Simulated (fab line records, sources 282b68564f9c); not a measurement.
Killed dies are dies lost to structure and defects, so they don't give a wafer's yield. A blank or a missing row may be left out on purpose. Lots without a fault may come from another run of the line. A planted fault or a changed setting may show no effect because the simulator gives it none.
Which tool did it? | flow rit_cmos | 15 lots, 45 wafers sampled, at 2 steps of a route of 202

WHAT THE GAUGES READ, wafer by wafer
RIT_ACTIVE_THK_MEAS_04. Usual: ACTIVE_NITRIDE_THK 150.8 nm, standard deviation 1.3.
lot  | measured    | on            | ACTIVE_NITRIDE_THK (nm) | flag
L890 | day 1 13:52 | film_metro-04 | 150.7 152.0 152.0       |
L891 | day 1 18:32 | film_metro-03 | 153.0 152.5 151.5       |
L892 | day 1 23:40 | film_metro-01 | 150.2 150.0 150.2       |
L893 | day 2 05:16 | film_metro-03 | 149.5 149.6 149.9       |
L895 | day 2 16:13 | film_metro-01 | 140.0 140.5 139.8       | OFF
L896 | day 2 20:37 | film_metro-03 | 139.5 139.8 139.7       | OFF
L898 | day 3 05:32 | film_metro-01 | 138.5 140.5 139.5       | OFF
L904 | day 4 13:35 | film_metro-03 | 151.0 151.4 150.6       |
L905 | day 4 17:31 | film_metro-04 | 152.1 152.8 152.0       |
L907 | day 5 04:39 | film_metro-01 | 151.6 152.3 151.8       |
L908 | day 5 10:55 | film_metro-01 | 151.7 151.4 152.1       |
L910 | day 5 18:42 | film_metro-04 | 151.7 149.6 150.4       |
L911 | day 6 03:10 | film_metro-04 | 151.6 150.3 150.6       |
L912 | day 6 08:15 | film_metro-04 | 148.7 148.3 148.7       |
L913 | day 6 10:30 | film_metro-03 | 151.4 151.1 150.7       |

WHICH TOOL RAN EACH LOT (tool, then ch and the chambers of the sampled wafers, then the start)
lot  | RIT_ACTIVE_CVD_03
L890 | lpcvd-02 ch 1, day 1 12:28
L891 | lpcvd-02 ch 1, day 1 17:07
L892 | lpcvd-02 ch 1, day 1 22:14
L893 | lpcvd-01 ch 1, day 2 03:50
L895 | lpcvd-02 ch 1, day 2 14:48
L896 | lpcvd-02 ch 0, day 2 19:11
L898 | lpcvd-02 ch 0, day 3 04:07
L904 | lpcvd-01 ch 0, day 4 12:09
L905 | lpcvd-01 ch 1, day 4 15:24
L907 | lpcvd-01 ch 1, day 5 03:13
L908 | lpcvd-01 ch 0, day 5 09:31
L910 | lpcvd-01 ch 0, day 5 17:16
L911 | lpcvd-01 ch 0, day 6 01:02
L912 | lpcvd-02 ch 1, day 6 06:50
L913 | lpcvd-01 ch 1, day 6 09:05
- RIT_ACTIVE_CVD_03: deposits Si3N4 from SiH2Cl2/NH3, target thk 150 nm, time 1500 s.

WHAT THE TOOLS THEMSELVES READ (means of the sampled wafers that have a number; where no wafer has one, the mark that the record gives instead)
RIT_ACTIVE_CVD_03. Usual: susceptor_temp_C 810.0 C, standard deviation 0.37.
lot  | tool     | susceptor_temp_C (C) | flag
L890 | lpcvd-02 | 809.7                |
L891 | lpcvd-02 | 810.5                |
L892 | lpcvd-02 | 810.3                |
L893 | lpcvd-01 | 810.0                |
L895 | lpcvd-02 | -                    | OFF
L896 | lpcvd-02 | -                    | OFF
L898 | lpcvd-02 | -                    | OFF
L904 | lpcvd-01 | 809.8                |
L905 | lpcvd-01 | 810.4                |
L907 | lpcvd-01 | 809.9                |
L908 | lpcvd-01 | 809.9                |
L910 | lpcvd-01 | 810.4                |
L911 | lpcvd-01 | 809.9                |
L912 | lpcvd-02 | 810.0                |
L913 | lpcvd-01 | 809.8                |

THE ANSWER, worked out from the rows above alone
Rule: a lot is off if the mean of its wafers that have a number lies more than 3 standard deviations from the usual mean. A lot without any number at a reading at which 4 lots or more have one is off too. The other lots that the step has rows for count as sound. The gauges are gone through in route order, then the tools' own readings, and for those a lot's mean is taken as printed above. The first step at which some lot is off is used, and at that step the reading that is off furthest; a lot without a number counts as furthest.
Off: L895, L896, L898, at RIT_ACTIVE_THK_MEAS_04 (ACTIVE_NITRIDE_THK).
A tool fits if, at a process step before that reading, it ran every lot that is off, and no sound lot after the first of them. The gauges at RIT_ACTIVE_THK_MEAS_04 aren't tried: what is off there is off at RIT_ACTIVE_CVD_03 too, on other tools, and a gauge's error can't cause that. None of those tried fits.

WHAT THE SIMULATOR HAD PUT IN
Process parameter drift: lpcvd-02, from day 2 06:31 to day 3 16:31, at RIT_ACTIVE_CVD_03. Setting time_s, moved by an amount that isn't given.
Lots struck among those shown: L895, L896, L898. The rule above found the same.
